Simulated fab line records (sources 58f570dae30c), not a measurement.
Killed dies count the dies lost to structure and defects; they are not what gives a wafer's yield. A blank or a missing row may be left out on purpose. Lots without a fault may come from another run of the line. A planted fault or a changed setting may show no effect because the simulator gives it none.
Which tool is to blame? | flow berkeley-cmos170 | 14 lots with 42 wafers sampled at 4 steps, on a route of 331 steps

## WHAT THE GAUGES SHOWED, per wafer
UCB170_START_BOW_MEAS_00.
lot  | measured    | on            | INCOMING_BOW (um)
L291 | day 1 10:01 | film-metro-01 | -2 4 8
L292 | day 1 15:00 | film-metro-01 | -2 -3 -10
L293 | day 1 20:00 | film-metro-04 | 5 0 22
L294 | day 2 01:04 | film-metro-01 | 6 6 -5
L295 | day 2 06:02 | film-metro-02 | -9 6 7
L300 | day 3 07:00 | film-metro-02 | -10 5 2
L302 | day 3 17:01 | film-metro-01 | 6 -5 5
L304 | day 4 03:02 | film-metro-01 | -7 0 9
L308 | day 4 23:01 | film-metro-02 | 7 2 -5
L310 | day 5 09:00 | film-metro-04 | 8 -2 1
L311 | day 5 14:04 | film-metro-02 | -5 -4 9
L312 | day 5 19:00 | film-metro-01 | -3 -6 0
L313 | day 6 00:00 | film-metro-01 | 7 -10 -2
L314 | day 6 05:01 | film-metro-01 | 2 -7 8

UCB170_PWELL_THK_MEAS_03.
lot  | measured    | on            | PWELL_OXIDE_THK (nm)
L291 | day 2 13:28 | film-metro-03 | 26.9 26.9 27.0
L292 | day 2 18:59 | film-metro-01 | 26.9 26.6 26.7
L293 | day 3 00:44 | film-metro-01 | 26.5 26.7 26.4
L294 | day 3 00:46 | film-metro-04 | 26.8 26.6 27.1
L295 | day 3 19:29 | film-metro-04 | 25.9 26.2 26.1
L300 | day 4 15:01 | film-metro-04 | 28.3 28.9 28.6
L302 | day 5 03:47 | film-metro-04 | 28.9 28.6 28.8
L304 | day 5 09:29 | film-metro-04 | 28.5 28.4 28.5
L308 | day 6 06:04 | film-metro-03 | 26.6 26.2 26.2
L310 | day 6 15:43 | film-metro-03 | 26.3 26.2 25.7
L311 | day 7 01:01 | film-metro-03 | 25.4 25.9 26.1
L312 | day 7 05:29 | film-metro-03 | 26.1 25.3 25.8
L313 | day 7 10:58 | film-metro-01 | 26.2 26.2 26.4
L314 | day 7 10:59 | film-metro-03 | 26.2 25.9 26.6

UCB170_CONTACT_CD_MEAS_15 targets a cd of 700 nm.
lot  | measured     | on        | cd-nm (nm)
L291 | day 6 03:04  | cd-sem-02 | 696.2 695.7 696.6
L292 | day 7 05:17  | cd-sem-01 | 702.4 701.4 702.2
L293 | day 7 15:09  | cd-sem-01 | 701.4 702.1 701.1
L294 | day 7 12:32  | cd-sem-01 | 700.1 701.3 700.1
L295 | day 8 08:02  | cd-sem-02 | 698.1 698.2 699.7
L300 | day 8 20:32  | cd-sem-02 | 701.2 702.1 701.4
L302 | day 10 01:27 | cd-sem-02 | 700.7 701.1 700.5
L304 | day 10 01:51 | cd-sem-02 | 699.5 699.1 698.5
L308 | day 10 21:30 | cd-sem-02 | 701.0 701.2 701.6
L310 | day 11 04:16 | cd-sem-01 | 700.3 701.3 701.7
L311 | day 11 06:44 | cd-sem-02 | 699.2 699.7 698.8
L312 | day 11 17:14 | cd-sem-01 | 699.9 698.0 699.6
L313 | day 11 18:19 | cd-sem-02 | 701.6 700.4 701.4
L314 | day 11 18:13 | cd-sem-01 | 699.6 700.1 698.7

## EACH LOT AND THE TOOL THAT RAN IT (in order: tool; ch and the chambers of the sampled wafers; start)
lot  | UCB170_ACTIVE_ETCH_15
L291 | rie-diel-04 ch 0,2,3, day 3 17:29
L292 | rie-diel-01 ch 1,3, day 4 10:31
L293 | rie-diel-01 ch 0,1, day 4 16:43
L294 | rie-diel-04 ch 0,1,2, day 4 16:31
L295 | rie-diel-03 ch 1,2,3, day 5 08:02
L300 | rie-diel-01 ch 2,3, day 6 05:38
L302 | rie-diel-04 ch 0,1, day 6 16:57
L304 | rie-diel-04 ch 0,1, day 6 20:04
L308 | rie-diel-03 ch 1,3, day 7 20:46
L310 | rie-diel-01 ch 0,2, day 8 07:12
L311 | rie-diel-01 ch 0,1,3, day 8 13:01
L312 | rie-diel-01 ch 1,3, day 8 21:57
L313 | rie-diel-04 ch 2,3, day 8 22:13
L314 | rie-diel-03 ch 1,2,3, day 8 22:21
- UCB170_ACTIVE_ETCH_15: etches Si3N4 in CH3F/Ar/O2, stops on SiO2, target depth 242 nm, time 151 s.

## WHAT THE TOOLS THEMSELVES READ (means of the sampled wafers that have a number; where no wafer has one, the mark that the record gives instead)
UCB170_ACTIVE_ETCH_15.
lot  | tool        | drypump-motor-current-A (A) | oes-product-au (a.u.) | throttle-valve-pct (%)
L291 | rie-diel-04 | 5.4                         | 0.941                 | 8.04
L292 | rie-diel-01 | 5.9                         | 0.955                 | 8.10
L293 | rie-diel-01 | 5.8                         | 0.955                 | 8.06
L294 | rie-diel-04 | 5.6                         | 0.944                 | 8.12
L295 | rie-diel-03 | 6.0                         | 0.968                 | 8.04
L300 | rie-diel-01 | 5.7                         | 0.947                 | 8.11
L302 | rie-diel-04 | 5.5                         | 0.947                 | 8.08
L304 | rie-diel-04 | 5.7                         | 0.943                 | 8.13
L308 | rie-diel-03 | 6.2                         | 0.958                 | 8.07
L310 | rie-diel-01 | 5.6                         | 0.956                 | 8.09
L311 | rie-diel-01 | 5.8                         | 0.945                 | 8.05
L312 | rie-diel-01 | 5.8                         | 0.949                 | 8.08
L313 | rie-diel-04 | 5.4                         | 0.953                 | 8.01
L314 | rie-diel-03 | 6.0                         | 0.950                 | 8.04

## THE ANSWER, worked out from the rows above alone
Rule: the usual values come from the lots themselves. Put in order of their means at a reading, lots are off if they are a third of the lots or fewer, leave a main group of 4 or more, and stand apart from it by a gap of 3 or more times the standard deviation of the main group's means; of several such gaps the widest counts. A main group is skipped when, at the precision printed for the reading in the tables above, its means are all equal. Also off: a lot with no number at a reading for which 4 or more lots have one. The other lots that the step has rows for count as sound. The gauges are gone through in route order, then the tools' own readings, and for those a lot's mean is taken as printed above. The first step at which some lot is off is used, and at that step the reading that is off furthest; a lot without a number counts as furthest.
Off: L300, L302, L304, at UCB170_PWELL_THK_MEAS_03 (PWELL_OXIDE_THK). Mean 26.3 nm and standard deviation 0.38 in the main group.
If a tool, at a process step before that reading, ran all the lots that are off and no sound lot after the first of them, it fits. The gauges at UCB170_PWELL_THK_MEAS_03 are tried like those tools. One candidate fits, namely film-metro-04 at UCB170_PWELL_THK_MEAS_03. Its last sound lot is L295 (day 3 19:29), its first lot that is off L300 (day 4 15:01): a fault that began between those two fits.

## WHAT THE SIMULATOR HAD INSERTED
Metrology matching offset: film-metro-04, from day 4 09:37 on, at UCB170_PWELL_THK_MEAS_03. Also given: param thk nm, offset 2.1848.
Lots struck among those shown: L300, L302, L304. The rule given above showed the same thing.
